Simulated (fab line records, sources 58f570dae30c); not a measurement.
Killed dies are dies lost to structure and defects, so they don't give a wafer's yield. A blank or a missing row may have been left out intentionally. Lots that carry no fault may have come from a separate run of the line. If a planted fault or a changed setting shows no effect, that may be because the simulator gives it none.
A lot that was struck, set against a sound lot :: flow berkeley-cmos170 :: 24 out of 331 route steps
Sound: these wafers, L668.3, L668.4, L668.6. Wafers L678.2, L678.3, L678.4 were the ones struck. The cause comes at the end.
Each step with rows lists, per side, the tool, then ch with its chambers, then its first start. Under that, the readings that differ: sound wafers :: struck wafers :: difference of the means :: sigmas: that difference in standard deviations of wafers without a fault.
alike: same words and numbers on both sides, and readings whose means sit less than 2 such deviations apart. not compared: any withheld reading, any reading some wafer has no value for, any bound like >300 that may hide the same value, and any number with overlapping values for which the record gives no deviation.
A row with sigmas, a row that says differs or no value, or rows on one side alone: a step with any of these is where the two part. Numbers that have no deviation but don't overlap get no sigmas and don't part them. A reading missing from all wafers of one side parts the sides only when that side holds two or more wafers.

UCB170_NWELL_ETCH_13: etches Si3N4 in CH3F/Ar/O2, stops on SiO2, target depth 246.4 nm, time 154 s.
  sound on rie-diel-01 ch 0,1, day 3 02:31; struck on rie-diel-04 ch 1,2, day 5 10:08
  alike: drypump-motor-current-A, oes-product-au, rf-fwd-power-W, throttle-valve-pct
  not compared: rf-hours-counter-h
next, for these wafers, 1 step has no rows: UCB170_NWELL_IMPLANT_14.
UCB170_NWELL_STRIP_15: strips in O2.
  sound on plasma-asher-01 ch 0,1, day 3 02:48; struck on plasma-asher-02 ch 0,1, day 5 10:23
  alike: drypump-motor-current-A, oes-product-au, strip-time-to-endpoint-s
  not compared: rf-hours-counter-h
UCB170_NWELL_TW_MEAS_16:
  sound on film-metro-04 at day 3 02:53; struck on film-metro-03 at day 5 10:29
  alike: NWELL_TW
then, 6 steps without rows for these wafers: UCB170_NWELL_CLEAN_17 (cleans in SPM, time 600 s); UCB170_NWELL_WET_ETCH_18 (etches Si3N4 in H3PO4, time 14400 s); UCB170_NWELL_WET_ETCH_19 (etches SiO2 in BOE, time 22 s); UCB170_PWELL_CLEAN_00 (cleans in SPM, time 600 s); UCB170_PWELL_CLEAN_01 (cleans in dHF, time 60 s); UCB170_PWELL_OXIDATION_02 (target thk 26.4 nm, ox time 1260 s).
UCB170_PWELL_THK_MEAS_03:
  sound on film-metro-02 at day 3 14:56; struck on film-metro-01 at day 5 20:17
  alike: PWELL_OXIDE_THK
then, 1 step without rows for these wafers: UCB170_PWELL_ANNEAL_04 (time 900 s).
UCB170_PWELL_CVD_05: deposits Si3N4 from SiH2Cl2/NH3, target thk 220 nm, time 3300 s.
  sound on lpcvd-01 ch 0, day 3 20:49; struck on lpcvd-01 ch 1, day 6 02:55
UCB170_PWELL_THK_MEAS_06:
  sound on film-metro-03 at day 3 23:43; struck on film-metro-01 at day 6 04:50
reading: PWELL_NITRIDE_THK (nm)
sound: 223.2 221.2 222.9
struck: 443.9 443.6 444.5
difference: +221.6
sigmas: +99 or more
then, 6 steps without rows for these wafers: UCB170_PWELL_HMDS_07 (prime time 60 s); UCB170_PWELL_COAT_08 (resist thk 900 nm); UCB170_PWELL_SOFTBAKE_09 (time 60 s); UCB170_PWELL_EXPOSE_10 (exposes mask PWELL, target cd 3000 nm); UCB170_PWELL_PEB_11; UCB170_PWELL_DEVELOP_12 (develop time 45 s).
UCB170_PWELL_OVL_MEAS_13:
  sound on overlay-01 at day 4 01:14; struck on overlay-01 at day 6 05:56
  alike: PWELL_OVL
UCB170_PWELL_ETCH_14: etches Si3N4 in CH3F/Ar/O2, stops on SiO2, target depth 242 nm, time 151 s.
  sound on rie-diel-04 ch 0,1,3, day 4 01:15; struck on rie-diel-02 ch 0,1,3, day 6 05:58
reading: oes-product-au (a.u.)
sound: 0.949 0.970 0.963
struck: 0.993 1.024 1.017
difference: +0.051
sigmas: +5

reading: model.etch.depth-nm (nm)
sound: 223.1 221.3 222.7
struck: 239.2 251 246
difference: +23.0
sigmas: 
  alike: drypump-motor-current-A, rf-fwd-power-W, throttle-valve-pct
  not compared: rf-hours-counter-h
next, for these wafers, 1 step has no rows: UCB170_PWELL_IMPLANT_15.
-- the record jumps here: 5 days lie between the struck wafers' starts before and after (it left off in module PWELL and takes up again in module M3, whose first step shown is number 331 of the route) --
UCB170_M3_PROBE_99:
  record: rows for the struck wafers here (prober-02, day 11 16:46), none for the sound ones

## WHERE THEY PART
At UCB170_PWELL_THK_MEAS_06 first; at UCB170_M3_PROBE_99 last (within this record only).

WHY: whatever the simulator had introduced
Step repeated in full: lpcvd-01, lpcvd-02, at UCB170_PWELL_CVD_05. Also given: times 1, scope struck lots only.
